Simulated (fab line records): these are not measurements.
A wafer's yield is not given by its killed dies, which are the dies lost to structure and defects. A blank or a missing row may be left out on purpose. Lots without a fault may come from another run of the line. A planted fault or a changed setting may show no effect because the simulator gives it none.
Struck lot and sound lot, side by side | flow berkeley-cmos170 | 14 steps out of a route of 331
Sound: the wafers L541.3, L541.4, L541.5. The struck wafers were L527.3, L527.4, L527.6. Last of all comes the cause.
Each step with rows lists, per side, the tool, then ch with its chambers, then its first start. Under that, the readings that differ: sound wafers | struck wafers | difference of the means | sigmas: that difference in standard deviations of wafers without a fault.
alike: a reading whose means differ by less than 2 such deviations, as well as words and numbers matching on both sides. not compared: withheld readings; readings where some wafer has no value; bounds like >300 that might hide an equal value; numbers whose values overlap and for which the record gives no deviation.
The two part at a step that has a row with sigmas, a row that says differs or no value, or rows on one side only. Non-overlapping numbers with no deviation appear without sigmas and do not part them. A reading missing from all wafers of one side parts the sides only when that side holds two or more wafers.

first, 2 steps without rows for these wafers: UCB170_START_CLEAN_01 (cleans in dHF, time 60 s); UCB170_START_OXIDATION_02 (target thk 20 nm, ox time 1800 s).
UCB170_START_THK_MEAS_03:
  sound: film-metro-01 at day 5 02:23; struck: film-metro-01 at day 2 05:11
  alike: START_OXIDE_THK
then, 7 steps without rows for these wafers: UCB170_START_ANNEAL_04 (time 1200 s); UCB170_ZERO_HMDS_00 (prime time 60 s); UCB170_ZERO_COAT_01 (resist thk 900 nm); UCB170_ZERO_SOFTBAKE_02 (time 60 s); UCB170_ZERO_EXPOSE_03 (exposes mask PM MARKS, target cd 4000 nm); UCB170_ZERO_PEB_04; UCB170_ZERO_DEVELOP_05 (develop time 45 s).
UCB170_ZERO_ETCH_06: etches SiO2 in CHF3/CF4/Ar, time 12 s.
  sound on rie-diel-01 ch 1,2,3, day 5 08:33; struck on rie-diel-02 ch 0,3, day 2 08:44
  alike: CHF3_flow_sccm, cf4-flow-sccm, drypump-motor-current-A, oes-product-au, throttle-valve-pct
  not compared: rf-hours-counter-h
UCB170_ZERO_STRIP_07: strips in O2.
  sound on plasma-asher-01 ch 0,1, day 5 08:36; struck on plasma-asher-01 ch 0,1, day 2 08:47
  alike: drypump-motor-current-A, oes-product-au, strip-time-to-endpoint-s
  not compared: rf-hours-counter-h
UCB170_NWELL_WET_ETCH_00: etches SiO2 in dHF, time 200 s.
  sound on wet-bench-02 ch 2, day 5 09:32; struck on wet-bench-02 ch 2, day 2 08:52
  no value came back on the struck wafers for bath-heat-duty-pct (%), run-length-s (s); on the sound wafers bath-heat-duty-pct (%) reads 6.3 7.2 6.0
  reading                                      | sound | struck            | difference | sigmas
  model.SiO2_of_START_OXIDATION_02.thk-nm (nm) | 0 0 0 | 20.51 20.36 20.26 | +20.38     |
then, 1 step without rows for these wafers: UCB170_NWELL_OXIDATION_01 (target thk 26.4 nm, ox time 1260 s).

WHERE THEY PART
At UCB170_NWELL_WET_ETCH_00 and nowhere else, as far as this record goes.

WHY: what had been put in by the simulator
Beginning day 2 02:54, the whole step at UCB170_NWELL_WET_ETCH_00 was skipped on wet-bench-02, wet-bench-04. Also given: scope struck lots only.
